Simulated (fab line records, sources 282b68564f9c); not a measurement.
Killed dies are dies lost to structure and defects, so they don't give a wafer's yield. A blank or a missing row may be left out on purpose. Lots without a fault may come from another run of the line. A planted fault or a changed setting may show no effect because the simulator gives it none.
Tool commonality check | flow rit_cmos | 14 lots, 42 wafers sampled

WHY IT WAS OPENED
At RIT_FOX2_THK_MEAS_01 the reading FOX2_OXIDE_THK is flagged on 2 of 14 lots. Wafers without a fault read 345 nm, standard deviation 7.3.
Rule: a lot is flagged when every wafer of it that has a number lies more than 4 standard deviations from that mean, or none has a number. The other lots count as sound.

lot  | measured    | on            | FOX2_OXIDE_THK (nm), wafer by wafer | flag
L917 | day 1 20:09 | film_metro-04 | 350 352 350                         |
L918 | day 2 00:34 | film_metro-04 | 353 348 352                         |
L919 | day 2 04:39 | film_metro-02 | 347 348 349                         |
L920 | day 2 09:25 | film_metro-02 | 341 339 337                         |
L921 | day 2 15:40 | film_metro-03 | 361 356 348                         |
L923 | day 3 02:21 | film_metro-02 | 333 330 333                         |
L924 | day 3 07:20 | film_metro-02 | 349 347 348                         |
L925 | day 3 10:47 | film_metro-02 | 360 357 358                         |
L927 | day 3 20:35 | film_metro-04 | 335 335 339                         |
L931 | day 4 16:30 | film_metro-04 | 386 385 386                         | FLAGGED
L933 | day 5 02:48 | film_metro-03 | 390 389 391                         | FLAGGED
L937 | day 5 22:32 | film_metro-04 | 337 340 343                         |
L938 | day 6 03:28 | film_metro-02 | 355 358 349                         |
L940 | day 6 16:10 | film_metro-04 | 345 346 353                         |
The numbers of the flagged lots are 388 nm on average: +43 nm against the usual, or +6 standard deviations.

WHICH TOOL RAN EACH LOT
The record holds 1 process step before the reading, out of a route of 202 steps. In each cell: the tool, then ch and the chambers that the sampled wafers went through, then the start.
lot  | flag    | RIT_FOX2_OXIDATION_00
L917 |         | furnace-02 ch 0, day 1 18:50
L918 |         | furnace-02 ch 0, day 1 23:16
L919 |         | furnace-01 ch 0, day 2 03:19
L920 |         | furnace-01 ch 0, day 2 08:05
L921 |         | furnace-02 ch 0, day 2 14:22
L923 |         | furnace-01 ch 0, day 3 01:02
L924 |         | furnace-03 ch 0, day 3 06:02
L925 |         | furnace-02 ch 0, day 3 09:28
L927 |         | furnace-03 ch 0, day 3 19:16
L931 | FLAGGED | furnace-01 ch 0, day 4 15:10
L933 | FLAGGED | furnace-01 ch 0, day 5 01:29
L937 |         | furnace-03 ch 0, day 5 21:13
L938 |         | furnace-02 ch 0, day 6 02:09
L940 |         | furnace-03 ch 0, day 6 14:51
What these steps do:
- RIT_FOX2_OXIDATION_00: target thk 350.7 nm, ox time 1130 s.
- RIT_FOX2_THK_MEAS_01

FLAGGED OVER TOTAL, TOOL BY TOOL (the gauges that took the reading come last)
step                  | tool          | lots run | flagged | share of the flagged lots | sound lots run after its first flagged lot
RIT_FOX2_OXIDATION_00 | furnace-01    | 5        | 2       | all                       | 0
RIT_FOX2_OXIDATION_00 | furnace-02    | 5        | 0       | none                      | -
RIT_FOX2_OXIDATION_00 | furnace-03    | 4        | 0       | none                      | -
RIT_FOX2_THK_MEAS_01  | film_metro-02 | 6        | 0       | none                      | -
RIT_FOX2_THK_MEAS_01  | film_metro-03 | 2        | 1       | some                      | 0
RIT_FOX2_THK_MEAS_01  | film_metro-04 | 6        | 1       | some                      | 2 (L937,L940)

WHAT THE TABLE ALLOWS
1 row of the table ran every flagged lot: furnace-01 at RIT_FOX2_OXIDATION_00.
- furnace-01 at RIT_FOX2_OXIDATION_00: 2 of its 5 lots flagged. Its last sound lot is L923 (day 3 01:02), its first flagged lot L931 (day 4 15:10): a fault that began between those two fits.
One tool is left: furnace-01 at RIT_FOX2_OXIDATION_00.

WHAT THE SIMULATOR HAD PUT IN
Process parameter drift: furnace-01, from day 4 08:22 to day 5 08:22, at RIT_FOX2_OXIDATION_00. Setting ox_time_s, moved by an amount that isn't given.
Lots struck among those shown: L931, L933. The rule above found the same.
